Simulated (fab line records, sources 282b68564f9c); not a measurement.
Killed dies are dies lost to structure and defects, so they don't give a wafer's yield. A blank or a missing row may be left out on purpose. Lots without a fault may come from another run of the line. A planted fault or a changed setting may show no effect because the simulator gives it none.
Which tool did it? | flow rit_cmos | 14 lots, 42 wafers sampled, at 6 steps of a route of 202

WHAT THE GAUGES READ, wafer by wafer
RIT_FOX2_THK_MEAS_01.
lot  | measured    | on            | FOX2_OXIDE_THK (nm)
L522 | day 1 23:29 | film_metro-01 | 363 363 364
L524 | day 2 05:46 | film_metro-02 | 341 338 343
L526 | day 2 16:20 | film_metro-01 | 332 342 335
L533 | day 4 06:28 | film_metro-04 | 351 354 353
L534 | day 4 09:22 | film_metro-01 | 351 354 351
L535 | day 4 14:26 | film_metro-04 | 358 355 358
L536 | day 4 19:14 | film_metro-01 | 355 352 353
L537 | day 4 23:35 | film_metro-02 | 340 345 340
L538 | day 5 04:31 | film_metro-01 | 344 351 344
L539 | day 5 13:04 | film_metro-01 | 343 343 346
L540 | day 5 15:10 | film_metro-04 | 343 351 345
L542 | day 6 03:56 | film_metro-04 | 342 339 342
L543 | day 6 07:49 | film_metro-02 | 351 360 353
L545 | day 6 14:58 | film_metro-04 | 352 362 359

RIT_GATE_THK_MEAS_09.
lot  | measured    | on            | GATE_POLY_THK (nm)
L522 | day 2 17:27 | film_metro-02 | 251.1 250.2 250.0
L524 | day 2 22:47 | film_metro-02 | 247.2 250.2 248.6
L526 | day 3 09:11 | film_metro-01 | 252.1 252.9 251.6
L533 | day 5 01:29 | film_metro-04 | 250.8 249.6 248.6
L534 | day 5 03:42 | film_metro-01 | 253.0 251.5 253.4
L535 | day 5 11:14 | film_metro-02 | 247.2 246.6 247.8
L536 | day 5 16:11 | film_metro-04 | 252.3 252.8 251.9
L537 | day 5 19:43 | film_metro-02 | 253.0 249.1 252.7
L538 | day 6 00:40 | film_metro-04 | 250.3 250.3 248.0
L539 | day 6 07:00 | film_metro-01 | 249.5 251.0 250.7
L540 | day 6 10:49 | film_metro-04 | 253.9 256.8 254.6
L542 | day 6 23:26 | film_metro-04 | 249.9 251.2 248.7
L543 | day 7 01:58 | film_metro-02 | 258.3 257.5 256.6
L545 | day 7 12:37 | film_metro-02 | 252.3 254.3 254.7

RIT_NLDD_TW_MEAS_10.
lot  | measured    | on            | NLDD_TW
L522 | day 3 00:35 | film_metro-04 | 2505 2482 2490
L524 | day 3 05:49 | film_metro-02 | 2486 2479 2487
L526 | day 3 16:49 | film_metro-03 | 2473 2473 2480
L533 | day 5 08:28 | film_metro-02 | 2752 2765 2755 2754 2765 2770
L534 | day 5 12:17 | film_metro-04 | 2782 2763 2782 2763 2785 2794
L535 | day 5 17:35 | film_metro-03 | 2485 2485 2487
L536 | day 5 23:27 | film_metro-04 | 2500 2502 2506
L537 | day 6 02:10 | film_metro-02 | 2481 2472 2478
L538 | day 6 08:14 | film_metro-04 | 2471 2465 2476
L539 | day 6 13:07 | film_metro-02 | 2490 2494 2478
L540 | day 6 17:20 | film_metro-04 | 2482 2462 2491
L542 | day 7 05:31 | film_metro-02 | 2472 2478 2464
L543 | day 7 07:56 | film_metro-03 | 2476 2475 2476
L545 | day 7 19:00 | film_metro-04 | 2473 2484 2495

RIT_SDANNEAL_RS_MEAS_07: measures by four-point-probe.
lot  | measured    | on            | NLDD_RS (ohm/sq)
L522 | day 3 08:31 | film_metro-03 | 150.7 151.0 151.5
L524 | day 3 14:32 | film_metro-03 | 151.8 151.8 151.9
L526 | day 4 00:41 | film_metro-02 | 151.0 151.6 151.0
L533 | day 5 19:29 | film_metro-02 | 108.1 108.2 108.3 108.0 108.1 108.1
L534 | day 5 22:53 | film_metro-02 | 107.8 108.0 107.7 107.8 107.7 107.7
L535 | day 6 02:58 | film_metro-03 | 151.7 151.8 151.6
L536 | day 6 07:16 | film_metro-03 | 151.1 151.4 151.6
L537 | day 6 10:28 | film_metro-02 | 152.8 152.5 152.2
L538 | day 6 16:10 | film_metro-03 | 152.5 151.7 152.2
L539 | day 6 21:16 | film_metro-02 | 150.6 150.8 151.1
L540 | day 7 01:12 | film_metro-03 | 151.9 151.6 151.2
L542 | day 7 13:20 | film_metro-02 | 151.7 152.3 152.0
L543 | day 7 18:26 | film_metro-02 | 152.0 151.2 151.4
L545 | day 8 04:11 | film_metro-02 | 152.2 152.2 152.0

WHICH TOOL RAN EACH LOT (tool, then ch and the chambers of the sampled wafers, then the start)
lot  | RIT_GATE_STRIP_20                   | RIT_NLDD_IMPLANT_08
L522 | plasma_asher-01 ch 1, day 2 18:58   | implanter-03 ch 0, day 3 00:16
L524 | plasma_asher-04 ch 0,1, day 3 00:14 | implanter-03 ch 0, day 3 05:31
L526 | plasma_asher-04 ch 0, day 3 10:43   | implanter-03 ch 0, day 3 16:31
L533 | plasma_asher-04 ch 0,1, day 5 02:53 | implanter-03 ch 0, day 5 08:09
L534 | plasma_asher-04 ch 0,1, day 5 05:09 | implanter-03 ch 0, day 5 12:00
L535 | plasma_asher-03 ch 0,1, day 5 12:40 | implanter-01 ch 0, day 5 17:17
L536 | plasma_asher-01 ch 0,1, day 5 17:57 | implanter-01 ch 0, day 5 23:08
L537 | plasma_asher-04 ch 0,1, day 5 21:13 | implanter-02 ch 0, day 6 01:52
L538 | plasma_asher-03 ch 0,1, day 6 01:59 | implanter-02 ch 0, day 6 07:55
L539 | plasma_asher-03 ch 0,1, day 6 08:19 | implanter-01 ch 0, day 6 12:48
L540 | plasma_asher-04 ch 0,1, day 6 12:16 | implanter-01 ch 0, day 6 17:01
L542 | plasma_asher-01 ch 0,1, day 7 00:45 | implanter-02 ch 0, day 7 05:11
L543 | plasma_asher-03 ch 0,1, day 7 03:17 | implanter-02 ch 0, day 7 07:37
L545 | plasma_asher-01 ch 1, day 7 13:55   | implanter-02 ch 0, day 7 18:41
- RIT_GATE_STRIP_20: strips in O2, time 180 s.
- RIT_NLDD_IMPLANT_08

WHAT THE TOOLS THEMSELVES READ (means of the sampled wafers that have a number; where no wafer has one, the mark that the record gives instead)
RIT_GATE_STRIP_20.
lot  | tool            | drypump_motor_current_A (A)
L522 | plasma_asher-01 | 5.2
L524 | plasma_asher-04 | 6.2
L526 | plasma_asher-04 | 6.5
L533 | plasma_asher-04 | 6.2
L534 | plasma_asher-04 | 6.4
L535 | plasma_asher-03 | 5.6
L536 | plasma_asher-01 | 5.5
L537 | plasma_asher-04 | 6.4
L538 | plasma_asher-03 | 5.6
L539 | plasma_asher-03 | 5.7
L540 | plasma_asher-04 | 6.3
L542 | plasma_asher-01 | 5.4
L543 | plasma_asher-03 | 5.6
L545 | plasma_asher-01 | 5.1

RIT_NLDD_IMPLANT_08.
lot  | tool         | dose_ions_cm2 | faraday_current_uA
L522 | implanter-03 | 5e+14         | 1567
L524 | implanter-03 | 5e+14         | 1562
L526 | implanter-03 | 5e+14         | 1531
L533 | implanter-03 | 8e+14         | 2331
L534 | implanter-03 | 8e+14         | 2335
L535 | implanter-01 | 5e+14         | 1577
L536 | implanter-01 | 5e+14         | 1554
L537 | implanter-02 | 5e+14         | 1570
L538 | implanter-02 | 5e+14         | 1584
L539 | implanter-01 | 5e+14         | 1591
L540 | implanter-01 | 5e+14         | 1600
L542 | implanter-02 | 5e+14         | 1540
L543 | implanter-02 | 5e+14         | 1585
L545 | implanter-02 | 5e+14         | 1564

THE ANSWER, worked out from the rows above alone
Rule: what is usual is taken from the lots themselves. Put in order of their means at a reading, lots are off if they are a third of the lots or fewer, leave a main group of 4 or more, and stand apart from it by a gap of 3 or more times the standard deviation of the main group's means; of several such gaps the widest counts. A main group whose means are all the same, to the digits that the tables above print for the reading, isn't used. A lot without any number at a reading at which 4 lots or more have one is off too. The other lots that the step has rows for count as sound. The gauges are gone through in route order, then the tools' own readings, and for those a lot's mean is taken as printed above. The first step at which some lot is off is used, and at that step the reading that is off furthest; a lot without a number counts as furthest.
Off: L533, L534, at RIT_NLDD_TW_MEAS_10 (NLDD_TW). The main group: mean 2482, standard deviation 8.9.
A tool fits if, at a process step before that reading, it ran every lot that is off, and no sound lot after the first of them. The gauges at RIT_NLDD_TW_MEAS_10 aren't tried: what is off there is off at RIT_NLDD_IMPLANT_08 too, on other tools, and a gauge's error can't cause that. One fits: implanter-03 at RIT_NLDD_IMPLANT_08. Its last sound lot is L526 (day 3 16:31), its first lot that is off L533 (day 5 08:09): a fault that began between those two fits.
The tool's own readings at RIT_NLDD_IMPLANT_08 bear it out: on the lots that are off they differ by more than 5 times the standard deviation of the sound lots' means. dose_ions_cm2 reads 8e+14 there against 5e+14 on the sound lots; faraday_current_uA reads 2333 there against 1569 on the sound lots.

WHAT THE SIMULATOR HAD PUT IN
Process parameter drift: implanter-03, from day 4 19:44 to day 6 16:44, at RIT_NLDD_IMPLANT_08. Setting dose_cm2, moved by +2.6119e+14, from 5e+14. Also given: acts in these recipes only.
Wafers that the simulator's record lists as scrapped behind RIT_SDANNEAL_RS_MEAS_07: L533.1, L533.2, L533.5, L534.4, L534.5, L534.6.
Lots struck among those shown: L533, L534. The rule above found the same.
